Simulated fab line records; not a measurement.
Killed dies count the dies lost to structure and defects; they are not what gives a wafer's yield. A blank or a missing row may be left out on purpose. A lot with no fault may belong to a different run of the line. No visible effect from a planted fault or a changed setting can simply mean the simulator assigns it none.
Comparing a struck lot with a sound one ; flow rit cmos ; 44 steps out of a route of 202
Sound: these wafers, L707.1, L707.5, L707.6. Wafers L705.2, L705.3, L705.4 were the ones struck. At the end, the cause is stated.
Order at every step that has rows: each side's tool, ch and its chambers, its first start. Under that, the readings that differ: sound wafers ; struck wafers ; difference of the means ; sigmas: that difference in standard deviations of wafers without a fault.
alike: readings whose means differ by less than 2 such deviations, and words and numbers that are the same on both sides. not compared: withheld readings, readings that some wafer has no value for, bounds like >300 that may hide the same value, and numbers for which the record gives no deviation and whose values overlap.
The two part at a step that has a row with sigmas, a row that says differs or no value, or rows on one side only. Numbers that have no deviation but don't overlap get no sigmas and don't part them. Lack of a reading on every wafer of one side parts them only where that side has two or more wafers.

first, 4 steps without rows for these wafers: RIT_ACTIVE_SOFTBAKE_07 (time 60 s); RIT_ACTIVE_EXPOSE_08 (exposes mask M1, target cd 1400 nm); RIT_ACTIVE_PEB_09; RIT_ACTIVE_DEVELOP_10 (develop time 50 s).
RIT_ACTIVE_CD_MEAS_11: the cd target is 1400 nm.
  struck on cd sem-02, day 3 21:28; sound on cd sem-01, day 4 07:26
  alike: cd nm
then, 1 step without rows for these wafers: RIT_ACTIVE_HARDBAKE_12 (time 60 s).
RIT_ACTIVE_ETCH_13: etches Si3N4 in SF6, stops on SiO2, time 210 s, target depth 210 nm.
  sound on rie diel-02 ch 0,1,3, day 4 07:43; struck on rie diel-01 ch 1,2,3, day 3 21:43
  alike: drypump motor current A, oes product au, throttle valve pct
  not compared: rf hours counter h
RIT_ACTIVE_STRIP_14: strips in O2, time 180 s.
  sound on plasma asher-01 ch 0,1, day 4 07:50; struck on plasma asher-04 ch 0,1, day 3 21:50
  alike: drypump motor current A
  not compared: rf hours counter h
RIT_ACTIVE_CD_MEAS_90: the cd target is 1400 nm.
  struck on cd sem-01, day 3 22:02; sound on cd sem-02, day 4 08:01
  alike: cd nm
then, 3 steps without rows for these wafers: RIT_ACTIVE_CLEAN_15 (cleans in SC1, time 600 s); RIT_ACTIVE_CLEAN_16 (cleans in dHF, time 30 s); RIT_ACTIVE_CLEAN_17 (cleans in SC2, time 600 s).
RIT_FOX1_OXIDATION_00: target thk 350.7 nm, ox time 1130 s.
  sound on furnace-04 ch 0, day 4 08:31; struck on furnace-01 ch 0, day 3 23:08
reading;sound;struck;difference;sigmas
ox time s (s);1130 1130 1130;565 565 565;-565;
model.SiO2_of_FOX1_OXIDATION_00.thk nm (nm);345.3 342.9 345.8;240.7 241.9 238.5;-104.3;
  alike: tube_center_temp_C_max
RIT_FOX1_THK_MEAS_01:
  struck on film metro-02, day 4 00:28; sound on film metro-02, day 4 09:50
reading;sound;struck;difference;sigmas
FOX1_OXIDE_THK (nm);345 343 346;241 242 238;-104;-19
then, 2 steps without rows for these wafers: RIT_FOX1_WET_ETCH_02 (etches SiO2 in BOE, target depth 350 nm, time 390 s); RIT_FOX2_OXIDATION_00 (target thk 350.7 nm, ox time 1130 s).
RIT_FOX2_THK_MEAS_01:
  struck on film metro-03, day 4 02:12; sound on film metro-03, day 4 12:13
  alike: FOX2_OXIDE_THK
then, 2 steps without rows for these wafers: RIT_FOX2_CLEAN_02 (cleans in dHF, time 180 s); RIT_FOX2_WET_ETCH_03 (etches Si3N4 in H3PO4, target depth 195 nm, time 2700 s).
RIT_FOX2_THK_MEAS_90:
  struck on film metro-03, day 4 03:05; sound on film metro-03, day 4 13:15
  alike: FIELD_OXIDE_LEFT_1_THK
then, 6 steps without rows for these wafers: RIT_NWELL_HMDS_00 (prime time 60 s); RIT_NWELL_COAT_01 (resist thk 1300 nm); RIT_NWELL_SOFTBAKE_02 (time 60 s); RIT_NWELL_EXPOSE_03 (exposes mask M2, target cd 43900 nm); RIT_NWELL_PEB_04; RIT_NWELL_DEVELOP_05 (develop time 68 s).
RIT_NWELL_OVL_MEAS_06:
  struck on overlay-02, day 4 04:08; sound on overlay-01, day 4 14:11
  alike: NWELL_OVL
then, 2 steps without rows for these wafers: RIT_NWELL_HARDBAKE_07 (time 120 s); RIT_NWELL_IMPLANT_08.
RIT_NWELL_STRIP_09: strips in O2, time 180 s.
  sound on plasma asher-03 ch 0,1, day 4 14:38; struck on plasma asher-03 ch 0,1, day 4 04:34
  alike: drypump motor current A
  not compared: rf hours counter h
RIT_NWELL_TW_MEAS_10:
  struck on film metro-02, day 4 04:45; sound on film metro-04, day 4 14:48
  alike: NWELL_TW
then, 6 steps without rows for these wafers: RIT_PWELL_HMDS_00 (prime time 60 s); RIT_PWELL_COAT_01 (resist thk 1300 nm); RIT_PWELL_SOFTBAKE_02 (time 60 s); RIT_PWELL_EXPOSE_03 (exposes mask M3, target cd 43700 nm); RIT_PWELL_PEB_04; RIT_PWELL_DEVELOP_05 (develop time 68 s).
RIT_PWELL_OVL_MEAS_06:
  struck on overlay-01, day 4 05:53; sound on overlay-01, day 4 15:44
  alike: PWELL_OVL
then, 2 steps without rows for these wafers: RIT_PWELL_HARDBAKE_07 (time 120 s); RIT_PWELL_IMPLANT_08.
RIT_PWELL_STRIP_09: strips in O2, time 180 s.
  sound on plasma asher-02 ch 0,1, day 4 16:11; struck on plasma asher-02 ch 0,1, day 4 06:19
  alike: drypump motor current A
  not compared: rf hours counter h
RIT_PWELL_TW_MEAS_10:
  struck on film metro-04, day 4 06:29; sound on film metro-03, day 4 16:21
  alike: PWELL_TW
RIT_GATE_ETCH_19: etches poly-Si in SF6/CHF3/O2, stops on SiO2, time 165 s, target depth 312.5 nm.
  sound on rie si-02 ch 0,2,3, day 5 06:31; struck on rie si-02 ch 0,1,2, day 4 19:52
reading;sound;struck;difference;sigmas
model.GATE.cd nm (nm);150.5 151 150.7;144.2 144.4 143.9;-6.6;
  alike: drypump motor current A, oes product au, throttle valve pct
  not compared: rf hours counter h
RIT_M1_PROBE_99:
  struck on prober-02, day 5 15:37; sound on prober-02, day 6 03:49
reading;sound;struck;difference;sigmas
model.etest.nplus sal.width nm (nm);3426 3428 3419;3565 3584 3586;+154;
model.etest.pplus sal.width nm (nm);3428 3419 3448;3563 3571 3576;+138;
model.etest.nldd.width nm (nm);3154 3160 3186;3262 3269 3263;+98;
model.etest.pldd.width nm (nm);3152 3165 3156;3274 3268 3279;+116;
model.etest.nmos narrow.drive ua um;215.6 219.9 223.4;256.4 248.6 256;+34.0;
model.etest.nmos_0p15.drive ua um;457.2 460.9 466.4;503.9 496.7 510.4;+42.2;
model.etest.pmos narrow.drive ua um;95.24 98.3 99.77;114.8 111.7 114.7;+16.0;
model.etest.npoly line.line ohm um;165.5 166.4 167.8;177.8 175.5 178.7;+10.8;
  alike: killed at contacts, killed at front end, killed dies, killed open, killed short

WHERE THEY PART
At RIT_FOX1_THK_MEAS_01 and nowhere else, as far as this record goes. Later steps at which nothing parts them and some readings are alike: RIT_FOX2_THK_MEAS_01, RIT_FOX2_THK_MEAS_90, RIT_NWELL_OVL_MEAS_06, RIT_NWELL_STRIP_09, RIT_NWELL_TW_MEAS_10, RIT_PWELL_OVL_MEAS_06, RIT_PWELL_STRIP_09, RIT_PWELL_TW_MEAS_10, RIT_GATE_ETCH_19, RIT_M1_PROBE_99.

WHY: what had been put in by the simulator
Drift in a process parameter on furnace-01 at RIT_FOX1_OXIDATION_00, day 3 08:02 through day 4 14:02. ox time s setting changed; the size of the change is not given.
